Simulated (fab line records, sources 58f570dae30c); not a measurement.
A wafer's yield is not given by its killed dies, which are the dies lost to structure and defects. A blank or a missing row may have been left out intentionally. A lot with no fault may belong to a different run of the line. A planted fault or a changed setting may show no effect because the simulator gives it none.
What tool caused it? -- flow berkeley_cmos170 -- 7 lots, 21 wafers sampled, at 2 steps of a route of 331

## WHAT THE GAUGES READ, wafer by wafer
UCB170_START_THK_MEAS_03.
lot,measured,on,START_OXIDE_THK (nm)
L153,day 1 18:44,film_metro-01,19.9 20.0 19.9
L155,day 2 05:47,film_metro-04,20.1 20.1 20.3
L157,day 2 17:35,film_metro-02,21.1 20.7 20.9
L160,day 3 05:49,film_metro-01,20.4 20.5 20.0
L162,day 3 16:49,film_metro-01,20.8 20.8 20.7
L165,day 4 09:50,film_metro-02,31.3 30.7 30.4
L169,day 5 13:52,film_metro-01,31.1 31.2 31.2

## EACH LOT AND THE TOOL THAT RAN IT (in order: tool; ch and the chambers of the sampled wafers; start)
lot,UCB170_START_OXIDATION_02
L153,"furnace-02 ch 0, day 1 17:14"
L155,"furnace-02 ch 0, day 2 04:17"
L157,"furnace-01 ch 0, day 2 16:05"
L160,"furnace-01 ch 0, day 3 04:19"
L162,"furnace-01 ch 0, day 3 15:19"
L165,"furnace-01 ch 0, day 4 05:46 and furnace-03 ch 0, day 4 08:19"
L169,"furnace-03 ch 0, day 5 06:52"
- UCB170_START_OXIDATION_02: target thk 20 nm, ox time 1800 s.

## THE ANSWER, worked out from the rows above alone
Rule: usual is defined by the lots themselves. Put in order of their means at a reading, lots are off if they are a third of the lots or fewer, leave a main group of 4 or more, and stand apart from it by a gap of 3 or more times the standard deviation of the main group's means; of several such gaps the widest counts. A main group whose means are all the same, to the digits that the tables above print for the reading, isn't used. A lot without any number at a reading at which 4 lots or more have one is off too. Where the step has rows for the other lots, those lots are counted as sound.
Off: at UCB170_START_THK_MEAS_03 (START_OXIDE_THK), L165, L169. Main group: mean 20.4 nm, sd 0.36.
If a tool, at a process step before that reading, ran all the lots that are off and no sound lot after the first of them, it fits. Those tools and the gauges at UCB170_START_THK_MEAS_03 are tried in the same way. One fits: UCB170_START_OXIDATION_02 on furnace-03. It ran no sound lot before its first lot that is off in this sample, so the start can't be narrowed down.

## WHAT THE SIMULATOR HAD INSERTED
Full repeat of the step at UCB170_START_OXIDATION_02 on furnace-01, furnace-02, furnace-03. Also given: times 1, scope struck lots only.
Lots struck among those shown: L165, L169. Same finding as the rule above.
